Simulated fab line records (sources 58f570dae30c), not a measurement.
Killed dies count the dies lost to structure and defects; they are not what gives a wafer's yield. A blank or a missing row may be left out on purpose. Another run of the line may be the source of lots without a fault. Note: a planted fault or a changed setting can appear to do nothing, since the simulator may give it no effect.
Which tool was responsible? :: flow berkeley cmos170 :: 7 lots with 21 wafers sampled at 3 steps, on a route of 331 steps

== WHAT THE GAUGES READ, wafer by wafer ==
UCB170_M3_CD_MEAS_15: the cd target is 700 nm.
lot: L375
measured: day 9 23:40
on: cd sem-02
cd nm (nm): 699.6 700.4 700.4

lot: L377
measured: day 10 05:11
on: cd sem-02
cd nm (nm): 701.0 699.7 700.4

lot: L379
measured: day 11 01:57
on: cd sem-01
cd nm (nm): 701.1 702.7 702.7

lot: L382
measured: day 11 06:49
on: cd sem-02
cd nm (nm): 700.7 700.5 699.3

lot: L385
measured: day 11 17:23
on: cd sem-01
cd nm (nm): 699.8 698.9 698.7

lot: L387
measured: day 12 04:37
on: cd sem-02
cd nm (nm): 700.8 701.6 700.5

lot: L389
measured: day 11 21:26
on: cd sem-02
cd nm (nm): 699.6 700.2 699.9

== WHICH TOOL RAN EACH LOT (tool, then ch and the chambers of the sampled wafers, then the start) ==
lot: L375
UCB170_ZERO_ETCH_06: rie diel-04 ch 1,2,3, day 2 13:27
UCB170_V2_CMP_02: cmp-02 ch 0,1,3, day 9 17:43

lot: L377
UCB170_ZERO_ETCH_06: rie diel-01 ch 0,2,3, day 2 23:50
UCB170_V2_CMP_02: cmp-01 ch 0,1,3, day 9 22:28

lot: L379
UCB170_ZERO_ETCH_06: rie diel-01 ch 0,2,3, day 3 11:38
UCB170_V2_CMP_02: cmp-01 ch 0,1,2, day 10 19:02

lot: L382
UCB170_ZERO_ETCH_06: rie diel-04 ch 1,2, day 3 23:07
UCB170_V2_CMP_02: cmp-02 ch 0,1,3, day 11 01:31

lot: L385
UCB170_ZERO_ETCH_06: rie diel-02 ch 0,1,3, day 4 16:10
UCB170_V2_CMP_02: cmp-01 ch 0,1,3, day 11 12:37

lot: L387
UCB170_ZERO_ETCH_06: rie diel-01 ch 1,2,3, day 5 05:05
UCB170_V2_CMP_02: cmp-01 ch 0,3, day 12 00:08

lot: L389
UCB170_ZERO_ETCH_06: rie diel-01 ch 0,1,3, day 5 11:58
UCB170_V2_CMP_02: cmp-02 ch 0,2,3, day 11 15:29
- UCB170_ZERO_ETCH_06: etches SiO2 in CHF3/CF4/Ar, time 12 s.
- UCB170_V2_CMP_02: polishes SiO2.

== THE ANSWER, worked out from the rows above alone ==
Rule: the usual values come from the lots themselves. Put in order of their means at a reading, lots are off if they are a third of the lots or fewer, leave a main group of 4 or more, and stand apart from it by a gap of 3 or more times the standard deviation of the main group's means; of several such gaps the widest counts. A main group whose means are all the same, to the digits that the tables above print for the reading, isn't used. A lot without any number at a reading at which 4 lots or more have one is off too. All remaining lots with rows at the step are treated as sound.
Across all readings shown, no lot is off: no conclusion can be drawn from this.

== WHAT WAS PUT IN BY THE SIMULATOR ==
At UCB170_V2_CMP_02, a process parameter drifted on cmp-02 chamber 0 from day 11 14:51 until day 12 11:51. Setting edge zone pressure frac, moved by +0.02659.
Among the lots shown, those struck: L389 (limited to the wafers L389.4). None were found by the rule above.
